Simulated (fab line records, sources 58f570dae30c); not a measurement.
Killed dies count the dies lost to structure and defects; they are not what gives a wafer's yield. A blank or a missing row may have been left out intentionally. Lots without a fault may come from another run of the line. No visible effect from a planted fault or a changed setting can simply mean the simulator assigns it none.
Split-lot trial -- flow berkeley cmos170 -- on a route of 331 steps: 5 lots, 23 wafers read

## SPLIT DETAILS
At UCB170_SACOX_OXIDATION_01 (target thk 14.4 nm, ox time 2400 s), the setting ox time s was moved away from the recipe's 2400 s on 20 of the 23 wafers read, by -11.7% to +13.4%. The other wafers ran this setting at the recipe's value.

Between the split and the reading, the file records no step.

## THE READING
SACOX_OXIDE_THK in nanometres, read at UCB170_SACOX_THK_MEAS_02. Typical for fault-free wafers on this fab line: 14.60 nm, with standard deviation 0.27 nm.

wafer,"tool, chamber at the split","ox time s as run, s",against the recipe,"SACOX_OXIDE_THK, nm",against lot-mates on the recipe
L074.1,"furnace-02, 0",2400,recipe,14.56,-
L074.2,"furnace-02, 0",2400,recipe,14.58,-
L074.3,"furnace-02, 0",2400,recipe,14.59,-
L076.1,"-, -",2120,-11.7%,13.02,no lot-mate on the recipe
L076.2,"-, -",2120,-11.7%,12.98,no lot-mate on the recipe
L076.3,"-, -",2120,-11.7%,12.95,no lot-mate on the recipe
L076.4,"-, -",2120,-11.7%,13.07,no lot-mate on the recipe
L076.6,"-, -",2120,-11.7%,13.17,no lot-mate on the recipe
L077.1,"-, -",2722,+13.4%,16.04,no lot-mate on the recipe
L077.3,"-, -",2722,+13.4%,16.09,no lot-mate on the recipe
L077.4,"-, -",2722,+13.4%,16.06,no lot-mate on the recipe
L077.5,"-, -",2722,+13.4%,15.77,no lot-mate on the recipe
L077.6,"-, -",2722,+13.4%,16.06,no lot-mate on the recipe
L081.2,"-, -",2307,-3.9%,14.53,no lot-mate on the recipe
L081.3,"-, -",2307,-3.9%,14.79,no lot-mate on the recipe
L081.4,"-, -",2307,-3.9%,14.54,no lot-mate on the recipe
L081.5,"-, -",2307,-3.9%,14.70,no lot-mate on the recipe
L081.6,"-, -",2307,-3.9%,14.57,no lot-mate on the recipe
L082.2,"-, -",2614,+8.9%,15.40,no lot-mate on the recipe
L082.3,"-, -",2614,+8.9%,15.28,no lot-mate on the recipe
L082.4,"-, -",2614,+8.9%,15.24,no lot-mate on the recipe
L082.5,"-, -",2614,+8.9%,15.24,no lot-mate on the recipe
L082.6,"-, -",2614,+8.9%,15.01,no lot-mate on the recipe

FIT RESULTS
A straight line over all 23 wafers: SACOX_OXIDE_THK changes by +0.105 nm for each +1% of ox time s; r = +0.95; the points scatter about the line by 0.32 nm.
Too few moved wafers with a lot-mate on the recipe to fit a line net of each lot's own level.

## THE WHOLE CHAIN: every reading that the file lists as answering this split, in the file's order
step,what it does,reading,change (the file's fit),r (the file's)
UCB170_SACOX_OXIDATION_01,"target thk 14.4 nm, ox time 2400 s","SiO2_of_SACOX_OXIDATION_01.thk nm (the simulator's own value, which no gauge read)",+0.105 nm for each +1% of the setting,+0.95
UCB170_SACOX_THK_MEAS_02,,SACOX_OXIDE_THK,+0.105 for each +1% of the setting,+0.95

## FILE'S OWN FIT
SACOX_OXIDE_THK changes by +0.105 nm for each +1% of ox time s, r = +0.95.
